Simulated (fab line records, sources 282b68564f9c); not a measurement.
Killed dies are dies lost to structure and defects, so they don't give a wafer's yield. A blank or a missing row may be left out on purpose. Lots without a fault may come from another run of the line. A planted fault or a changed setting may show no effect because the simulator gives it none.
fab line records | flow rit_cmos
record lots=5 wafers=23
route steps=202 shown SDANNEAL@155 PLDD@159 NLDD@160 SILICIDE@162 M1@188
start_h: hours from the record's first day to the start of the lot's first wafer shown | wait_h: hours since the lot's step before | " the same as in the row above | L1.1+2: a row that stands for several wafers | - no value, or no start given | * or withheld: withheld | < > ~ a bound
route shown NAME@n: a module of which the file shows steps, and the number in the route of the first | usual: mean/standard deviation of fault-free wafers | same: alike in all rows | chamber/n: place in a boat | sites: the reading at each site | _std_site: their standard deviation | _edge_site: outer sites' mean less inner sites' | radius_mm: how far each site lies from the wafer's centre | mask NAME#n: copy n | behind: the tool/chamber that last shaped the wafer | hold: why the lot was held/for how many hours/how that ended | device: the transistor (n, p or np) that didn't switch | end of line: the same wafers' tests at the end of the route | a step without rows: its recipe alone | killed: dies lost to structure and defects at the first sort, not the wafer's yield | map: a wafer's dies, x killed, . not, _ none there
set.NAME: the setting as run; set.NAME@STEP: as run at that earlier step | model.NAME: the simulator's own value behind a step, which no gauge read
lots whose settings were changed on purpose; a table a step, a row a wafer
## steps
# step RIT_SDANNEAL_CLEAN_02
# recipe chemistry=SC2 mix=3:3:50 time_s=600 temp_c=75 dry=n2_spin
# columns lot.wafer tool chamber start_h wait_h set.time_s
L074.1+2+4+5+6 - - - 0.0 544.6
L076.2+3+5 wet_bench-01 1 59.82 0.0 600
L078.1+2+3+4+6 - - - 0.0 629.2
L080.1+3+4+5+6 - - - 0.0 600
L083.1+3+4+5+6 - - - 0.0 540.6
# step RIT_SDANNEAL_RTA_03
# recipe temp_c=1050 time_s=5 idle_temp_c=600 ramp_up_c_per_s=342 ramp_down_c_per_s=171 cool_to_c=600 ambient=N2
# step RIT_SDANNEAL_RS_MEAS_06
# recipe thk_meas_gauge=four-point-probe
# usual PLDD_RS=178.6/0.51
# columns lot.wafer tool chamber start_h wait_h set.dose_cm2@PLDD_IMPLANT_08 PLDD_RS[ohm/sq]
L074.1 film_metro-04 - 52.09 0.1 8.583e+14 184.2
L074.2 " - " " 9e+14 179.2
L074.4 " - " " 9e+14 179.4
L074.5 " - " " 8.583e+14 183.8
L074.6 " - " " 9e+14 180.0
L076.2 film_metro-03 - 60.32 0.1 9e+14 178.1
L076.3 " - " " 9e+14 178.4
L076.5 " - " " 9e+14 177.8
L078.1 film_metro-03 - 70.12 0.1 9.665e+14 172.1
L078.2 " - " " 9e+14 178.7
L078.3 " - " " 9e+14 178.8
L078.4 " - " " 9e+14 178.4
L078.6 " - " " 9.665e+14 172.1
L080.1 film_metro-01 - 80.87 0.1 9e+14 178.7
L080.3 " - " " 9e+14 178.8
L080.4 " - " " 9e+14 179.2
L080.5 " - " " 8.729e+14 181.7
L080.6 " - " " 8.729e+14 181.2
L083.1 film_metro-03 - 95.38 0.1 9.212e+14 176.6
L083.3 " - " " 9e+14 177.9
L083.4 " - " " 9.212e+14 176.5
L083.5 " - " " 9e+14 178.7
L083.6 " - " " 9.212e+14 176.1
# step RIT_SDANNEAL_RS_MEAS_07
# recipe thk_meas_gauge=four-point-probe
# usual NLDD_RS=151.6/0.53
# columns lot.wafer tool chamber start_h wait_h set.dose_cm2@NLDD_IMPLANT_08 NLDD_RS[ohm/sq]
L074.1 film_metro-04 - 52.21 0.1 5.152e+14 148.0
L074.2 " - " " 5e+14 152.5
L074.4 " - " " 5.152e+14 148.5
L074.5 " - " " 5e+14 152.2
L074.6 " - " " 5e+14 152.5
L076.2 film_metro-03 - 60.44 0.1 5e+14 150.9
L076.3 " - " " 5e+14 151.1
L076.5 " - " " 5e+14 150.8
L078.1 film_metro-03 - 70.24 0.1 5e+14 151.1
L078.2 " - " " 5e+14 151.3
L078.3 " - " " 4.87e+14 154.3
L078.4 " - " " 4.87e+14 154.9
L078.6 " - " " 4.87e+14 154.9
L080.1 film_metro-01 - 80.99 0.1 5.32e+14 143.7
L080.3 " - " " 5e+14 152.2
L080.4 " - " " 5.32e+14 144.1
L080.5 " - " " 5e+14 151.8
L080.6 " - " " 5e+14 151.6
L083.1 film_metro-03 - 95.50 0.1 5.264e+14 145.3
L083.3 " - " " 5e+14 151.0
L083.4 " - " " 5.264e+14 145.6
L083.5 " - " " 5.264e+14 145.2
L083.6 " - " " 5e+14 151.8
# step RIT_SILICIDE_SPUTTER_01
# recipe material=Ti target_thk_nm=30 power_w=350 chamber_pressure_pa=0.667 gas=Ar time_s=240 substrate_temp_c=25
# columns lot.wafer tool chamber start_h wait_h set.time_s model.Ti_of_SILICIDE_SPUTTER_01.thk_nm
L074.1 pvd_sputter-01 - 52.35 0.0 265.7 33.2
L074.2 " - " " 265.7 32.86
L074.4 " - " " 265.7 33.07
L074.5 " - " " 240 29.84
L074.6 " - " " 240 29.95
L076.2 pvd_sputter-03 - 60.55 0.0 240 29.72
L076.3 " - " " 240 29.87
L076.5 " - " " 240 29.89
L078.1 pvd_sputter-03 - 70.37 0.0 223.1 28.1
L078.2 " - " " 240 29.98
L078.3 " - " " 240 30.13
L078.4 " - " " 223.1 28.2
L078.6 " - " " 223.1 27.95
L080.1 pvd_sputter-02 - 81.13 0.0 240 29.86
L080.3 " - " " 240 30.02
L080.4 " - " " 240 29.93
L080.5 " - " " 240 29.84
L080.6 " - " " 240 29.9
L083.1 pvd_sputter-02 - 95.63 0.0 240 29.96
L083.3 " - " " 240 30.05
L083.4 " - " " 240 30.49
L083.5 " - " " 240 30.24
L083.6 " - " " 240 30.21
# step RIT_SILICIDE_RS_MEAS_02
# recipe thk_meas_gauge=four-point-probe reads=Ti_of_SILICIDE_SPUTTER_01
# usual SILICIDE_TI_RS=47.9/0.43
# columns lot.wafer tool chamber start_h wait_h set.time_s@SILICIDE_SPUTTER_01 SILICIDE_TI_RS[ohm/sq]
L074.1 film_metro-03 - 52.50 0.1 265.7 42.2
L074.2 " - " " 265.7 42.6
L074.4 " - " " 265.7 42.2
L074.5 " - " " 240 48.2
L074.6 " - " " 240 48.0
L076.2 film_metro-03 - 60.72 0.1 240 48.4
L076.3 " - " " 240 48.1
L076.5 " - " " 240 48.1
L078.1 film_metro-02 - 70.52 0.1 223.1 51.9
L078.2 " - " " 240 47.9
L078.3 " - " " 240 47.6
L078.4 " - " " 223.1 51.7
L078.6 " - " " 223.1 52.2
L080.1 film_metro-03 - 81.28 0.1 240 48.0
L080.3 " - " " 240 47.8
L080.4 " - " " 240 47.9
L080.5 " - " " 240 48.3
L080.6 " - " " 240 47.9
L083.1 film_metro-01 - 95.78 0.1 240 48.0
L083.3 " - " " 240 47.7
L083.4 " - " " 240 46.9
L083.5 " - " " 240 47.5
L083.6 " - " " 240 47.5
# step RIT_SILICIDE_THK_MEAS_03
# recipe thk_meas_gauge=xrf reads=Ti_of_SILICIDE_SPUTTER_01
# usual SILICIDE_TI_THK=29.9/0.36
# columns lot.wafer tool chamber start_h wait_h set.time_s@SILICIDE_SPUTTER_01 SILICIDE_TI_THK[nm]
L074.1 film_metro-03 - 52.62 0.1 265.7 32.8
L074.2 " - " " 265.7 32.5
L074.4 " - " " 265.7 32.7
L074.5 " - " " 240 29.5
L074.6 " - " " 240 29.7
L076.2 film_metro-03 - 60.83 0.1 240 29.5
L076.3 " - " " 240 29.6
L076.5 " - " " 240 29.6
L078.1 film_metro-02 - 70.64 0.1 223.1 28.2
L078.2 " - " " 240 30.0
L078.3 " - " " 240 30.1
L078.4 " - " " 223.1 28.2
L078.6 " - " " 223.1 28.0
L080.1 film_metro-03 - 81.40 0.1 240 29.5
L080.3 " - " " 240 29.5
L080.4 " - " " 240 29.5
L080.5 " - " " 240 29.4
L080.6 " - " " 240 29.6
L083.1 film_metro-01 - 95.90 0.1 240 30.0
L083.3 " - " " 240 30.0
L083.4 " - " " 240 30.5
L083.5 " - " " 240 30.2
L083.6 " - " " 240 30.2
# step RIT_M1_COAT_04
# recipe resist=NOVOLAK spin_rpm=2000 resist_thk_nm=1300
# columns lot.wafer tool chamber start_h wait_h set.spin_rpm model.NOVOLAK_of_M1_COAT_04.thk_nm
L074.1 litho_track-04 0 55.72 0.1 2000 1296
L074.2 " 0 " " 2000 1295
L074.4 " 0 " " 2000 1290
L074.5 " 0 " " 2000 1292
L074.6 " 0 " " 2000 1294
L076.2 litho_track-04 0 63.95 0.1 2000 1301
L076.3 " 0 " " 2000 1299
L076.5 " 0 " " 2000 1296
L078.1 litho_track-02 0 74.06 0.1 2097 1278
L078.2 " 0 " " 2000 1307
L078.3 " 0 " " 2097 1276
L078.4 " 0 " " 2097 1273
L078.6 " 0 " " 2000 1303
L080.1 litho_track-04 0 84.48 0.1 2000 1297
L080.3+5 " 0 " " 2127 1259
L080.4 " 0 " " 2000 1294
L080.6 " 0 " " 2127 1255
L083.1 litho_track-02 0 99.01 0.1 2000 1306
L083.3 " 0 " " 1906 1337
L083.4 " 0 " " 2000 1301
L083.5 " 0 " " 1906 1332
L083.6 " 0 " " 1906 1338
# step RIT_M1_SOFTBAKE_05
# recipe resist=NOVOLAK temp_c=90 time_s=60
# step RIT_M1_EXPOSE_06
# recipe mask_id=M12 na=0.6 source_shape=conventional sigma_outer=0.5 target_cd_nm=2600 dose_mj=250
# step RIT_M1_HARDBAKE_11
# recipe resist=NOVOLAK temp_c=140 time_s=120
# columns lot.wafer tool chamber start_h wait_h set.spin_rpm@M1_COAT_04 model.NOVOLAK_of_M1_COAT_04.thk_nm
L074.1+2 litho_track-04 0 56.73 0.0 2000 1133
L074.4 " 0 " " 2000 1129
L074.5 " 0 " " 2000 1130
L074.6 " 0 " " 2000 1132
L076.2 litho_track-04 0 64.97 0.1 2000 1138
L076.3 " 0 " " 2000 1136
L076.5 " 0 " " 2000 1133
L078.1 litho_track-04 0 74.95 0.0 2097 1118
L078.2 " 0 " " 2000 1143
L078.3 " 0 " " 2097 1117
L078.4 " 0 " " 2097 1113
L078.6 " 0 " " 2000 1140
L080.1 litho_track-02 0 85.36 0.0 2000 1134
L080.3+5 " 0 " " 2127 1102
L080.4 " 0 " " 2000 1131
L080.6 " 0 " " 2127 1098
L083.1 litho_track-04 0 100.06 0.0 2000 1143
L083.3 " 0 " " 1906 1168
L083.4 " 0 " " 2000 1138
L083.5 " 0 " " 1906 1165
L083.6 " 0 " " 1906 1170
## key
split step=RIT_SDANNEAL_CLEAN_02 setting=time_s stated=600 by=lot
response none clear
split step=RIT_SILICIDE_SPUTTER_01 setting=time_s stated=240 by=wafer
response step=RIT_SILICIDE_SPUTTER_01 reading=model.Ti_of_SILICIDE_SPUTTER_01.thk_nm change=+0.29 per=1% r=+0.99
response step=RIT_SILICIDE_RS_MEAS_02 reading=SILICIDE_TI_RS change=-0.556 per=1% r=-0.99
response step=RIT_SILICIDE_THK_MEAS_03 reading=SILICIDE_TI_THK change=+0.284 per=1% r=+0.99
split step=RIT_M1_COAT_04 setting=spin_rpm stated=2000 by=wafer
response step=RIT_M1_COAT_04 reading=model.NOVOLAK_of_M1_COAT_04.thk_nm change=-6.19 per=1% r=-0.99
response step=RIT_M1_HARDBAKE_11 reading=model.NOVOLAK_of_M1_COAT_04.thk_nm change=-5.33 per=1% r=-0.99
split outside_this_file step=RIT_NLDD_IMPLANT_08 setting=dose_cm2
split outside_this_file step=RIT_PLDD_IMPLANT_08 setting=dose_cm2
# split outside_this_file: this setting was split too, and the file shows its column; the key of that split is in another file
